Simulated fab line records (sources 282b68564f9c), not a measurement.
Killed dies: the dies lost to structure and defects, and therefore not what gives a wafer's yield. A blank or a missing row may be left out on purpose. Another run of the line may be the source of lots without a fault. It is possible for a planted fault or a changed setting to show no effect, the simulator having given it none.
One fault through the eyes of 2 desks ; flow rit_cmos ; numbers are kept per desk, each desk with only its own; the story behind them comes last

== AT THE TOOL OWNER'S DESK: implanter-01 ==
RIT_PWELL_IMPLANT_08, tool's own readings: per-lot mean of the sampled wafers with a number, covering each lot this tool ran. Any lot whose mean is over 4 standard deviations away from the usual mean is out of limits and marked OUT; that distance is given in the brackets.
Columns: A = dose_ions_cm2 at RIT_PWELL_IMPLANT_08, usual 6.999e+13
lot;first seen here;A
L352;day 1 22:56;7.006e+13
L355;day 2 13:39;7.006e+13
L363;day 4 06:57;7.002e+13
L367;day 5 01:38;7.001e+13
L369;day 5 14:10;6.996e+13
L372;day 6 04:18;7.111e+13 (+13) OUT
L373;day 6 07:46;7.091e+13 (+10) OUT
Finding of this desk: L372, L373 out of limits; the first was L372 at day 6 04:18, on dose_ions_cm2 at RIT_PWELL_IMPLANT_08. In limits: L352, L355, L363, L367, L369.

== FROM THE METROLOGY DESK ==
Lot by lot, what the gauges showed, no matter which tool ran the lot: averages of those sampled wafers that carry a number. Any lot whose mean is over 4 standard deviations away from the usual mean is out of limits and marked OUT; that distance is given in the brackets.
Columns: A = PWELL_RS at RIT_WELLDRIVE_RS_MEAS_02, usual 429.5 ohm/sq
lot;first seen here;A
L352;day 2 04:31;430.3
L353;day 2 09:03;430.1
L354;day 2 15:05;428.3
L355;day 2 19:39;430.0
L356;day 3 00:35;429.2
L358;day 3 11:10;430.7
L362;day 4 06:13;430.9
L363;day 4 12:32;429.6
L367;day 5 09:28;429.3
L369;day 5 19:49;429.6
L372;day 6 09:53;424.4 (-4.3) OUT
L373;day 6 14:06;426.0
L374;day 6 19:09;429.3
L375;day 7 01:41;428.9
This desk's finding: out of limits on L372; first on L372, day 6 09:53 (PWELL_RS at RIT_WELLDRIVE_RS_MEAS_02). In limits: L352, L353, L354, L355, L356, L358, L362, L363, L367, L369, L373, L374, L375.

== ALL TOGETHER ==
An alarm could have come from the tool owner's desk at day 6 04:18, on L372, L373.
Metrology desk: alarm possible at day 6 09:53 on L372.
The metrology desk holds a record of L373, inside its limits.
RIT_PWELL_IMPLANT_08 was run on implanter-01 by each of the lots named.

== WHAT THE SIMULATOR HAD PUT IN ==
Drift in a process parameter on implanter-01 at RIT_PWELL_IMPLANT_08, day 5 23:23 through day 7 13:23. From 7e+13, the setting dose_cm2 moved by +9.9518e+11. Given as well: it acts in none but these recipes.
Struck lots among those shown: L372, L373.
Time in hours from fault onset to the first out-of-limits reading at each desk: tool owner's desk 5, metrology desk 10.
